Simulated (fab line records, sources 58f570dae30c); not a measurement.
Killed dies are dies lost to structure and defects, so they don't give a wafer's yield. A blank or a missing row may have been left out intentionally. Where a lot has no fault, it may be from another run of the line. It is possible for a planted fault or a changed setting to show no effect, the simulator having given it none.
Which tool did it?    flow berkeley_cmos170    Sampling: 14 lots, 42 wafers, 2 of 331 route steps

## WHAT THE GAUGES SHOWED, per wafer
The record holds no reading of a measuring or inspecting step that can be judged against a usual standard deviation.

## WHICH TOOL RAN EACH LOT (tool, then ch and the chambers of the sampled wafers, then the start)
lot   UCB170_M2_METAL_ETCH_18            UCB170_M2_STRIP_19
L397  rie_metal-04 ch 0,1, day 7 05:46   plasma_asher-02 ch 0,1, day 7 05:57
L398  rie_metal-02 ch 1, day 7 06:19     plasma_asher-02 ch 0,1, day 7 06:30
L396  rie_metal-04 ch 0,1, day 7 07:02   plasma_asher-02 ch 0,1, day 7 07:13
L399  rie_metal-04 ch 0,1, day 8 02:41   plasma_asher-02 ch 0,1, day 8 02:52
L405  rie_metal-04 ch 0,1, day 9 10:07   plasma_asher-04 ch 0,1, day 9 10:19
L408  rie_metal-02 ch 1, day 9 10:13     plasma_asher-01 ch 0,1, day 9 10:24
L404  rie_metal-04 ch 0,1, day 9 10:27   plasma_asher-02 ch 0,1, day 9 10:38
L411  rie_metal-02 ch 0,1, day 10 10:45  plasma_asher-02 ch 0,1, day 10 10:55
L413  rie_metal-01 ch 0,1, day 10 10:53  plasma_asher-01 ch 0,1, day 10 11:08
L410  rie_metal-02 ch 0,1, day 10 11:15  plasma_asher-04 ch 0,1, day 10 11:26
L414  rie_metal-01 ch 0,1, day 11 09:39  plasma_asher-01 ch 0,1, day 11 09:49
L418  rie_metal-04 ch 0,1, day 12 05:43  plasma_asher-01 ch 0,1, day 12 05:53
L417  rie_metal-01 ch 0,1, day 12 05:59  plasma_asher-01 ch 0,1, day 12 06:10
L419  rie_metal-04 ch 0,1, day 12 06:08  plasma_asher-02 ch 0,1, day 12 06:20
- UCB170_M2_METAL_ETCH_18: etches Al in Cl2/BCl3, stops on SiO2, target depth 1170 nm, time 195 s.
- UCB170_M2_STRIP_19: strips in O2.

## AS READ BY THE TOOLS THEMSELVES (means over the sampled wafers that have a number; for cases with no such wafer, the mark the record gives instead)
UCB170_M2_METAL_ETCH_18. Usual: drypump_motor_current_A 5.7 A, standard deviation 0.41; oes_product_au 0.856 a.u., standard deviation 0.01; rf_fwd_power_W 598.0 W, standard deviation 2; throttle_valve_pct 24.38 %, standard deviation 0.15.
lot   tool          drypump_motor_current_A (A)  oes_product_au (a.u.)  rf_fwd_power_W (W)  throttle_valve_pct (%)  flag
L397  rie_metal-04  5.6                          0.846                  595.6               24.33                   
L398  rie_metal-02  5.4                          0.873                  598.6               24.34                   
L396  rie_metal-04  5.5                          0.851                  595.2               24.27                   
L399  rie_metal-04  5.5                          0.850                  596.6               24.27                   
L405  rie_metal-04  5.6                          0.852                  666.2               24.33                   OFF
L408  rie_metal-02  5.4                          0.880                  599.9               24.33                   
L404  rie_metal-04  5.5                          0.849                  670.0               24.32                   OFF
L411  rie_metal-02  6.0                          0.848                  596.7               24.30                   
L413  rie_metal-01  5.8                          0.863                  601.0               24.55                   
L410  rie_metal-02  6.0                          0.852                  598.8               24.28                   
L414  rie_metal-01  5.9                          0.858                  600.3               24.57                   
L418  rie_metal-04  5.5                          0.849                  598.5               24.33                   
L417  rie_metal-01  6.2                          0.863                  597.8               24.61                   
L419  rie_metal-04  5.5                          0.857                  597.4               24.27                   

UCB170_M2_STRIP_19. Usual: drypump_motor_current_A 5.9 A, standard deviation 0.62; oes_product_au 0.540 a.u., standard deviation 0.014.
lot   tool             drypump_motor_current_A (A)  oes_product_au (a.u.)  flag
L397  plasma_asher-02  6.6                          0.532                  
L398  plasma_asher-02  6.5                          0.552                  
L396  plasma_asher-02  6.6                          0.548                  
L399  plasma_asher-02  6.6                          0.544                  
L405  plasma_asher-04  5.4                          0.461                  OFF
L408  plasma_asher-01  5.5                          0.550                  
L404  plasma_asher-02  6.6                          0.460                  OFF
L411  plasma_asher-02  6.6                          0.544                  
L413  plasma_asher-01  5.3                          0.531                  
L410  plasma_asher-04  5.2                          0.557                  
L414  plasma_asher-01  5.5                          0.546                  
L418  plasma_asher-01  5.3                          0.544                  
L417  plasma_asher-01  5.5                          0.540                  
L419  plasma_asher-02  6.5                          0.552                  

## THE ANSWER, worked out from the rows above alone
Rule: take the mean of a lot's wafers that have a number; if it is more than 3 standard deviations from the usual mean, the lot is off. Also off: a lot with no number at a reading for which 4 or more lots have one. The other lots that the step has rows for count as sound. After the gauges, taken in route order, come the tools' own readings; for these a lot's mean is taken, as printed above. At the first step where some lot is off, the reading lying furthest off is the one used; lots without a number count as furthest.
Off: L405, L404, at UCB170_M2_METAL_ETCH_18 (rf_fwd_power_W).
A tool fits if, at that step or a process step before it, it ran every lot that is off, and no sound lot after the first of them. None of those tried fits.

## WHAT HAD BEEN PUT IN BY THE SIMULATOR
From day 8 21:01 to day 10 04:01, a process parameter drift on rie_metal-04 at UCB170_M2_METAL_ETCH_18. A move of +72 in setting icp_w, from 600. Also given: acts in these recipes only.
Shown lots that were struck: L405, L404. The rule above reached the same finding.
